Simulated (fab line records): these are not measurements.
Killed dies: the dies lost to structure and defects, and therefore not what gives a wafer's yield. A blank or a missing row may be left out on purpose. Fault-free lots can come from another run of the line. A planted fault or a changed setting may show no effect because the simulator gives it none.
Tool commonality check ; flow rit cmos ; 13 lots, 39 wafers sampled

== REASON FOR OPENING ==
1 of 13 lots carry a flag on the reading PSD_TW at RIT_PSD_TW_MEAS_10. No-fault wafers: 3443, standard deviation 42.
Rule: a lot gets a flag if all its wafers with a number sit over 4 standard deviations from that mean, or if no wafer of it has a number. As for the other lots, they are considered sound.

lot;measured;on;PSD_TW, wafer by wafer;flag
L965;day 3 07:11;film metro-02;3483 3515 3498;
L966;day 3 13:05;film metro-03;3414 3411 3410;
L968;day 4 01:13;film metro-03;3407 3419 3420;
L970;day 4 08:09;film metro-03;3406 3388 3409;
L972;day 4 14:01;film metro-03;30 30 30;FLAGGED
L975;day 5 03:56;film metro-01;3435 3430 3429;
L982;day 6 14:58;film metro-01;3443 3459 3443;
L983;day 6 20:16;film metro-01;3436 3452 3429;
L984;day 6 23:44;film metro-01;3435 3435 3418;
L985;day 7 05:32;film metro-03;3385 3390 3397;
L986;day 7 09:07;film metro-02;3509 3514 3491;
L987;day 7 14:52;film metro-03;3394 3397 3420;
L988;day 7 19:43;film metro-02;3502 3501 3492;
Average over the flagged lots: 30; offset from the usual -3413, equal to -81 standard deviations.

== LOT BY LOT: THE TOOL USED ==
The record holds 1 process step before the reading, out of a route of 202 steps. Each cell gives the tool, then ch followed by the chambers the sampled wafers passed through, then the start.
lot;flag;RIT_PSD_EXPOSE_03
L965;;iline stepper-01 ch 0, day 3 06:17
L966;;iline stepper-02 ch 0, day 3 12:07
L968;;iline stepper-02 ch 0, day 4 00:19
L970;;iline stepper-01 ch 0, day 4 07:16
L972;FLAGGED;iline stepper-01 ch 0, day 4 12:59
L975;;iline stepper-01 ch 0, day 5 03:03
L982;;iline stepper-01 ch 0, day 6 14:05
L983;;iline stepper-01 ch 0, day 6 19:22
L984;;iline stepper-01 ch 0, day 6 22:52
L985;;iline stepper-01 ch 0, day 7 04:37
L986;;iline stepper-02 ch 0, day 7 08:13
L987;;iline stepper-01 ch 0, day 7 13:58
L988;;iline stepper-01 ch 0, day 7 18:49
What these steps do:
- RIT_PSD_EXPOSE_03: exposes mask M10, target cd 40900 nm.
- RIT_PSD_TW_MEAS_10

== FLAGGED OVER TOTAL, TOOL BY TOOL (the gauges that took the reading come last) ==
step;tool;lots run;flagged;share of the flagged lots;sound lots run after its first flagged lot
RIT_PSD_EXPOSE_03;iline stepper-01;10;1;all;7 (L975,L982,L983,L984,L985,L987,L988)
RIT_PSD_EXPOSE_03;iline stepper-02;3;0;none;-
RIT_PSD_TW_MEAS_10;film metro-01;4;0;none;-
RIT_PSD_TW_MEAS_10;film metro-02;3;0;none;-
RIT_PSD_TW_MEAS_10;film metro-03;6;1;all;2 (L985,L987)

== THE TABLE: WHAT IT ALLOWS ==
Table rows that saw every flagged lot: 2, namely iline stepper-01 at RIT_PSD_EXPOSE_03 and film metro-03 at RIT_PSD_TW_MEAS_10.
- iline stepper-01 at RIT_PSD_EXPOSE_03: 1 of its 10 lots flagged. After the first flagged lot (L975, L982, L983, L984, L985, L987, L988), sound lots still ran on it; a lasting fault on the whole tool would not permit that.
- film metro-03 at RIT_PSD_TW_MEAS_10: 1 of its 6 lots flagged. After the first flagged lot (L985, L987), sound lots still ran on it; a lasting fault on the whole tool would not permit that.
None of the table's rows ran every flagged lot and, after the first, no sound lot.

== WHAT WAS PUT IN BY THE SIMULATOR ==
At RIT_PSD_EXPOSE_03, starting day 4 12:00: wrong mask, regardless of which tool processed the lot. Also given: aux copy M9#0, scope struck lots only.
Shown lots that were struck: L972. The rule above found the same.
